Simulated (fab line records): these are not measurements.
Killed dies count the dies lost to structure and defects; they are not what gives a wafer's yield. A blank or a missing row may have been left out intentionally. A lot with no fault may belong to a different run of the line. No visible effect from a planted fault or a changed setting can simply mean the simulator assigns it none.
Split-lot trial | flow rit cmos | 23 wafers read from 5 lots, route of 202 steps

THE SPLIT
At RIT_SPACER_CVD_03 (deposits Si3N4 from SiH2Cl2/NH3, target thk 250 nm, time 3300 s), the setting sih2cl2 flow sccm was moved away from the recipe's 60 sccm on 20 of the 23 wafers read, by -14.3% to +10.7%. The other wafers ran this setting at the recipe's value.

Between the split and the reading, the file records no step.

THE READING
SPACER_NITRIDE_THK at RIT_SPACER_THK_MEAS_04, in nm. On this fab line, fault-free wafers typically give 250.1 nm with a standard deviation of 1.9 nm.

wafer  | tool, chamber at the split | sih2cl2 flow sccm as run, sccm | against the recipe | SPACER_NITRIDE_THK, nm | against lot-mates on the recipe
L076.1 | -, -                       | 51.4                           | -14.3%             | 239.3                  | no lot-mate on the recipe
L076.2 | -, -                       | 51.4                           | -14.3%             | 238.9                  | no lot-mate on the recipe
L076.4 | -, -                       | 51.4                           | -14.3%             | 239.2                  | no lot-mate on the recipe
L076.5 | -, -                       | 51.4                           | -14.3%             | 239.1                  | no lot-mate on the recipe
L076.6 | -, -                       | 51.4                           | -14.3%             | 239.2                  | no lot-mate on the recipe
L077.2 | -, -                       | 52.09                          | -13.2%             | 239.7                  | no lot-mate on the recipe
L077.3 | -, -                       | 52.09                          | -13.2%             | 239.4                  | no lot-mate on the recipe
L077.4 | -, -                       | 52.09                          | -13.2%             | 238.2                  | no lot-mate on the recipe
L077.5 | -, -                       | 52.09                          | -13.2%             | 242.2                  | no lot-mate on the recipe
L077.6 | -, -                       | 52.09                          | -13.2%             | 240.1                  | no lot-mate on the recipe
L079.1 | -, -                       | 57.17                          | -4.7%              | 247.9                  | no lot-mate on the recipe
L079.3 | -, -                       | 57.17                          | -4.7%              | 250.3                  | no lot-mate on the recipe
L079.4 | -, -                       | 57.17                          | -4.7%              | 248.0                  | no lot-mate on the recipe
L079.5 | -, -                       | 57.17                          | -4.7%              | 248.8                  | no lot-mate on the recipe
L079.6 | -, -                       | 57.17                          | -4.7%              | 246.3                  | no lot-mate on the recipe
L084.1 | lpcvd-02, 0                | 60                             | recipe             | 248.7                  | -
L084.4 | lpcvd-02, 0                | 60                             | recipe             | 247.6                  | -
L084.5 | lpcvd-02, 0                | 60                             | recipe             | 247.2                  | -
L085.1 | -, -                       | 66.42                          | +10.7%             | 260.8                  | no lot-mate on the recipe
L085.2 | -, -                       | 66.42                          | +10.7%             | 258.7                  | no lot-mate on the recipe
L085.3 | -, -                       | 66.42                          | +10.7%             | 259.2                  | no lot-mate on the recipe
L085.5 | -, -                       | 66.42                          | +10.7%             | 259.4                  | no lot-mate on the recipe
L085.6 | -, -                       | 66.42                          | +10.7%             | 257.7                  | no lot-mate on the recipe

THE FIT
A straight line over all 23 wafers: SPACER_NITRIDE_THK changes by +0.784 nm for each +1% of sih2cl2 flow sccm; r = +0.98; the points scatter about the line by 1.6 nm.
Too few moved wafers have a lot-mate on the recipe to fit a line with each lot's own level taken away.

THE WHOLE CHAIN: every reading that the file lists as answering this split, in the file's order
step                   | what it does                                                             | reading                                                                        | change (the file's fit)               | r (the file's)
RIT_SPACER_CVD_03      | deposits Si3N4 from SiH2Cl2/NH3, target thk 250 nm, time 3300 s          | Si3N4_of_SPACER_CVD_03.thk nm (the simulator's own value, which no gauge read) | +0.783 nm for each +1% of the setting | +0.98
RIT_SPACER_THK_MEAS_04 |                                                                          | SPACER_NITRIDE_THK                                                             | +0.784 for each +1% of the setting    | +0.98
RIT_SPACER_ETCHBACK_05 | etches Si3N4 in SF6/CHF3, stops on SiO2, target depth 250 nm, time 240 s | etch.depth nm (the simulator's own value, which no gauge read)                 | +0.783 nm for each +1% of the setting | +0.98
RIT_M1_PROBE_99        |                                                                          | etest.nldd.width nm (the simulator's own value, which no gauge read)           | -3.82 nm for each +1% of the setting  | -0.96

THE FILE'S OWN FIT
SPACER_NITRIDE_THK changes by +0.784 nm for each +1% of sih2cl2 flow sccm, r = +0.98.
